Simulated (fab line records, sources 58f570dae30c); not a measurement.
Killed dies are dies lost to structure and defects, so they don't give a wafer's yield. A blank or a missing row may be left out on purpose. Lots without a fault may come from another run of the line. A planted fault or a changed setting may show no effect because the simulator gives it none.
Problem report in the 8D (eight disciplines) form, filled by code | flow berkeley_cmos170 | the parts of the form that need people (team, actions taken, sign-off) are left out

1. THE PROBLEM
cd_nm at UCB170_M2_CD_MEAS_90 reads a mean of 683.1 nm on 3 wafers of 2 lots; wafers without a fault read 699.6 nm with a standard deviation of 2.7. That is -6.1 standard deviations from the usual mean.
The step: target cd 700 nm.
First seen on wafer L108.3, day 10 13:53, on cd_sem-01. The record holds 41 wafers of 14 lots with a number at this step. Rule for "out", or "out of limits": more than 4 standard deviations from the usual mean. The other wafers with a number count as sound.

2. WHAT IT IS AND WHAT IT IS NOT
question                    | is                     | is not
which readings at this step | cd_nm                  | -
which lots                  | L108, L111             | L106, L110, L113, L114, L116, L117, L994, L995, L996, L997, L998, L999
which wafers of those lots  | L108.3, L111.1, L111.5 | L108.4, L111.6
read on which gauges        | cd_sem-01, cd_sem-02   | -
when                        | from day 10 13:53      | up to then (22 sound wafers); but 16 sound wafers of L110, L111, L113, L114, L116, L117 came after

3. SUSPECTS, AND WHAT RULES EACH OUT
Counting: a tool at a process step up to the reading stays a suspect if it ran every lot that is out. Sound lots after the first of them don't rule it out here, since some wafers of a struck lot are sound.
- the gauge at UCB170_M2_CD_MEAS_90: ruled out. The wafers that are out were read on 2 gauges (cd_sem-01, cd_sem-02).
- rie_metal-01 at UCB170_M2_METAL_ETCH_18 (etches Al in Cl2/BCl3, stops on SiO2, target depth 1170 nm, time 195 s): kept. It ran every lot that is out, first L108 (day 10 13:38); its last sound lot up to then is L999 (day 8 13:05).
- Within rie_metal-01 at UCB170_M2_METAL_ETCH_18: the wafers that are out ran in chamber 1; their sound lot-mates ran in chamber 0.
Left after counting: rie_metal-01 at UCB170_M2_METAL_ETCH_18.

4. THE CAUSE (what the simulator had put in)
Process parameter drift: rie_metal-01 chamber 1, from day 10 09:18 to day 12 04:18, at UCB170_M2_METAL_ETCH_18. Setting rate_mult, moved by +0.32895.
Counting left only this tool.

5. THE CHAIN OF EFFECTS, in route order
Each row: a reading whose mean over the struck wafers that have a number lies more than 3 standard deviations from the usual. Only readings for which the record gives a usual standard deviation are gone through. hours: the time from each lot's start at the first step in this table that gives one to its start at this step, as a median over the lots. sigmas: the change in usual standard deviations.
hours | step                 | reading        | usual      | on struck wafers | change | sigmas
0     | UCB170_M2_STRIP_19   | oes_product_au | 0.549 a.u. | 0.326            | -0.223 | -27
0     | UCB170_M2_CD_MEAS_90 | cd_nm          | 699.6 nm   | 683.1            | -16.5  | -6.1
The process steps in it:
- UCB170_M2_STRIP_19: strips in O2.

6. WHAT WOULD HAVE CAUGHT IT SOONER
In this record the first reading out of limits at a measuring or inspecting step was taken at day 10 13:53, 5 hours after the fault began at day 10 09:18.
Of the tool readings at UCB170_M2_METAL_ETCH_18 for which the record gives a usual standard deviation, none was out on any struck wafer, so an alarm limit of 4 standard deviations on them would not have fired.
Of the lots that are out (2), L111 began UCB170_M2_METAL_ETCH_18 on rie_metal-01 after day 10 13:53. A hold on the tool at that time would have spared it.
